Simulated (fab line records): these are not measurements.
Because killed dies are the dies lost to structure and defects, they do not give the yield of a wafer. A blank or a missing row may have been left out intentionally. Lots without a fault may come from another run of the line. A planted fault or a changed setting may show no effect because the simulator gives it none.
Comparing a struck lot with a sound one || flow berkeleyCmos170 || 43 steps out of a route of 331
Sound: the wafers L907.1, L907.3, L907.4. Wafers struck: L909.2, L909.3, L909.5. Last of all comes the cause.
Per side, at each step with rows, come the tool, then ch with its chambers, and then its first start. Under that, the readings that differ: sound wafers || struck wafers || difference of the means || sigmas: that difference in standard deviations of wafers without a fault.
alike: readings with means less than 2 such deviations apart, plus words and numbers identical on both sides. not compared: withheld readings, readings lacking a value on some wafer, bounds such as >300 that could conceal the same value, and numbers that have no deviation in the record and whose values overlap.
Wherever a step has rows on one side only, a row that says differs or no value, or a row with sigmas, the two part there. Numbers that have no deviation but don't overlap get no sigmas and don't part them. A reading missing from all wafers of one side parts the sides only when that side holds two or more wafers.

UCB170_NVT_TW_MEAS_09:
  sound: filmMetro-02 at day 6 20:53; struck: filmMetro-03 at day 6 21:30
  alike: NVT_TW
then, 7 steps without rows for these wafers: UCB170_NVT_CLEAN_10 (cleans in SPM, time 600 s); UCB170_PVT_HMDS_00 (prime time 60 s); UCB170_PVT_COAT_01 (resist thk 900 nm); UCB170_PVT_SOFTBAKE_02 (time 60 s); UCB170_PVT_EXPOSE_03 (exposes mask NWELL, target cd 3000 nm); UCB170_PVT_PEB_04; UCB170_PVT_DEVELOP_05 (develop time 45 s).
UCB170_PVT_OVL_MEAS_06:
  sound: overlay-02 at day 6 22:46; struck: overlay-02 at day 7 00:05
{"reading": "PVT_OVL (nm)", "sound": "7 3 4", "struck": "-11 -3 -13", "difference": -14, "sigmas": -2}
then, 1 step without rows for these wafers: UCB170_PVT_IMPLANT_07.
UCB170_PVT_STRIP_08: strips in O2.
  sound on plasmaAsher-04 ch 0,1, day 6 22:56; struck on plasmaAsher-02 ch 0,1, day 7 00:16
  alike: drypumpMotorCurrentA, oesProductAu, stripTimeToEndpointS
  not compared: rfHoursCounterH
UCB170_PVT_TW_MEAS_09:
  sound: filmMetro-02 at day 6 23:02; struck: filmMetro-02 at day 7 00:23
  alike: PVT_TW
UCB170_GATE_WET_ETCH_00: etches SiO2 in dHF, time 200 s.
  sound on wetBench-01 ch 3, day 6 23:33; struck on wetBench-01 ch 0, day 7 00:34
UCB170_FIELD_THK_MEAS_91:
  sound: filmMetro-01 at day 6 23:43; struck: filmMetro-01 at day 7 00:44
  alike: FIELD_OXIDE_LEFT_2_THK
then, 1 step without rows for these wafers: UCB170_GATE_OXIDATION_01 (target thk 6.6 nm, ox time 1800 s).
UCB170_GATE_THK_MEAS_02:
  sound: filmMetro-04 at day 7 07:00; struck: filmMetro-02 at day 7 07:01
  alike: GATE_OXIDE_THK
then, 2 steps without rows for these wafers: UCB170_GATE_ANNEAL_03 (time 1800 s); UCB170_GATE_CVD_04 (deposits poly-Si from SiH4, time 1440 s, target thk 214 nm).
UCB170_GATE_THK_MEAS_05:
  sound: filmMetro-04 at day 7 15:32; struck: filmMetro-04 at day 7 15:29
  alike: GATE_POLY_THK
then, 6 steps without rows for these wafers: UCB170_GATE_COAT_06; UCB170_GATE_COAT_07 (resist thk 900 nm); UCB170_GATE_SOFTBAKE_08 (time 60 s); UCB170_GATE_EXPOSE_09 (exposes mask POLY, target cd 350 nm); UCB170_GATE_PEB_10; UCB170_GATE_DEVELOP_11 (develop time 45 s).
UCB170_GATE_CD_MEAS_12: target cd 350 nm.
  sound: cdSem-01 at day 7 17:02; struck: cdSem-02 at day 7 16:35
  alike: cdNm
UCB170_GATE_OVL_MEAS_13:
  sound: overlay-01 at day 7 17:10; struck: overlay-01 at day 7 16:41
  alike: GATE_OVL
UCB170_GATE_ETCH_14: etches BARC in N2/H2.
  sound on rieDiel-02 ch 1,3, day 7 17:11; struck on rieDiel-01 ch 0,2,3, day 7 16:43
{"reading": "biasW (W)", "sound": "99.97 99.94 99.51", "struck": "100.39 100.82 99.99", "difference": "+0.59", "sigmas": "+2"}
  alike: drypumpMotorCurrentA, oesProductAu, throttleValvePct
UCB170_GATE_ETCH_15: etches poly-Si in HBr/Cl2, stops on SiO2, time 56.3 s, target depth 278.2 nm.
  sound on rieSi-02 ch 0,1,3, day 7 17:14; struck on rieSi-02 ch 1,2, day 7 16:45
  alike: biasW, drypumpMotorCurrentA, oesProductAu, throttleValvePct
  not compared: rfHoursCounterH
UCB170_GATE_STRIP_16: strips in O2.
  sound on plasmaAsher-04 ch 0,1, day 7 17:17; struck on plasmaAsher-02 ch 0,1, day 7 16:48
  alike: drypumpMotorCurrentA, oesProductAu
  not compared: rfHoursCounterH
UCB170_GATE_CD_MEAS_90: target cd 350 nm.
  sound: cdSem-01 at day 7 17:23; struck: cdSem-02 at day 7 16:55
  alike: cdNm
then, 7 steps without rows for these wafers: UCB170_GATE_CLEAN_17 (cleans in SPM, time 600 s); UCB170_PLDD_HMDS_00 (prime time 60 s); UCB170_PLDD_COAT_01 (resist thk 900 nm); UCB170_PLDD_SOFTBAKE_02 (time 60 s); UCB170_PLDD_EXPOSE_03 (exposes mask PSELECT, target cd 1200 nm); UCB170_PLDD_PEB_04; UCB170_PLDD_DEVELOP_05 (develop time 45 s).
UCB170_PLDD_CD_MEAS_06: target cd 1200 nm.
  sound: cdSem-02 at day 7 19:07; struck: cdSem-02 at day 7 18:23
  alike: cdNm
UCB170_PLDD_OVL_MEAS_07:
  sound: overlay-02 at day 7 19:14; struck: overlay-02 at day 7 18:30
  alike: PLDD_OVL
then, 2 steps without rows for these wafers: UCB170_PLDD_IMPLANT_08; UCB170_PLDD_IMPLANT_09.
UCB170_M3_PROBE_99:
  the record has rows for the struck wafers here (prober-01, day 9 05:15) and none for the sound ones

WHERE THEY PART
Last at UCB170_M3_PROBE_99 as far as this record goes, first at UCB170_PVT_OVL_MEAS_06.

WHY: the cause the simulator had injected
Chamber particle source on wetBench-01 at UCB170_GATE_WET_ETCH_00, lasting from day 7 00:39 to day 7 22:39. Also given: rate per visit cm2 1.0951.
